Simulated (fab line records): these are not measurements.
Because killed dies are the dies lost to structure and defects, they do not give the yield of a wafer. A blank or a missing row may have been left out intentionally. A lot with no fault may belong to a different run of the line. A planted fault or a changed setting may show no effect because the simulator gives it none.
Which of the tools did it? -- flow rit cmos -- at 1 step of a route of 202, 15 lots with 45 wafers sampled

## WHAT THE GAUGES SHOWED, per wafer
Not one reading of a measure or inspect step in the record can be checked against a usual standard deviation.

## TOOL THAT RAN EACH LOT (tool first, then ch and the chambers of the sampled wafers, then the start)
lot,RIT_PWELL_EXPOSE_03
L839,"iline stepper-02 ch 0, day 1 22:02"
L840,"iline stepper-01 ch 0, day 2 02:37"
L841,"iline stepper-01 ch 0, day 2 08:58"
L844,"iline stepper-01 ch 0, day 2 23:07"
L845,"iline stepper-02 ch 0, day 3 04:55"
L847,"iline stepper-01, day 3 14:16"
L848,"iline stepper-02, day 3 20:50"
L849,"iline stepper-02, day 3 23:26"
L851,"iline stepper-02 ch 0, day 4 09:19"
L857,"iline stepper-02 ch 0, day 5 16:48"
L858,"iline stepper-01 ch 0, day 5 20:22"
L859,"iline stepper-01 ch 0, day 6 01:22"
L860,"iline stepper-01 ch 0, day 6 06:32"
L861,"iline stepper-02 ch 0, day 6 15:28"
L862,"iline stepper-01 ch 0, day 6 19:15"
- RIT_PWELL_EXPOSE_03: exposes mask M3, target cd 43700 nm.

## AS READ BY THE TOOLS THEMSELVES (means over the sampled wafers that have a number; for cases with no such wafer, the mark the record gives instead)
RIT_PWELL_EXPOSE_03.
lot,tool,exposure dose mJ cm2,focus offset nm (nm)
L839,iline stepper-02,250.16,0.1
L840,iline stepper-01,250.07,-0.5
L841,iline stepper-01,249.55,0.4
L844,iline stepper-01,250.02,0.7
L845,iline stepper-02,250.12,0.6
L847,iline stepper-01,-,-
L848,iline stepper-02,-,-
L849,iline stepper-02,-,-
L851,iline stepper-02,249.67,-0.4
L857,iline stepper-02,249.99,-0.2
L858,iline stepper-01,249.79,-0.3
L859,iline stepper-01,250.16,0.8
L860,iline stepper-01,249.94,-0.5
L861,iline stepper-02,249.74,0.6
L862,iline stepper-01,250.11,0.4

## THE ANSWER, worked out from the rows above alone
Rule: what is usual is taken from the lots themselves. Put in order of their means at a reading, lots are off if they are a third of the lots or fewer, leave a main group of 4 or more, and stand apart from it by a gap of 3 or more times the standard deviation of the main group's means; of several such gaps the widest counts. Not used: any main group whose means are identical at the precision the tables above print for the reading. Also off: a lot with no number at a reading for which 4 or more lots have one. The other lots that the step has rows for count as sound. Order of review: gauges by route order, followed by the tools' own readings, for which a lot's mean as printed above is used. The first step at which some lot is off is used, and at that step the reading that is off furthest; a lot without a number counts as furthest.
Off: L847, L848, L849 (RIT_PWELL_EXPOSE_03, exposure dose mJ cm2). Without a number there: L847, L848, L849. Mean 249.94 and standard deviation 0.2 in the main group.
A tool fits if, at that step or a process step before it, it ran every lot that is off, and no sound lot after the first of them. Of those tried, none fits.

## WHAT WAS PUT IN BY THE SIMULATOR
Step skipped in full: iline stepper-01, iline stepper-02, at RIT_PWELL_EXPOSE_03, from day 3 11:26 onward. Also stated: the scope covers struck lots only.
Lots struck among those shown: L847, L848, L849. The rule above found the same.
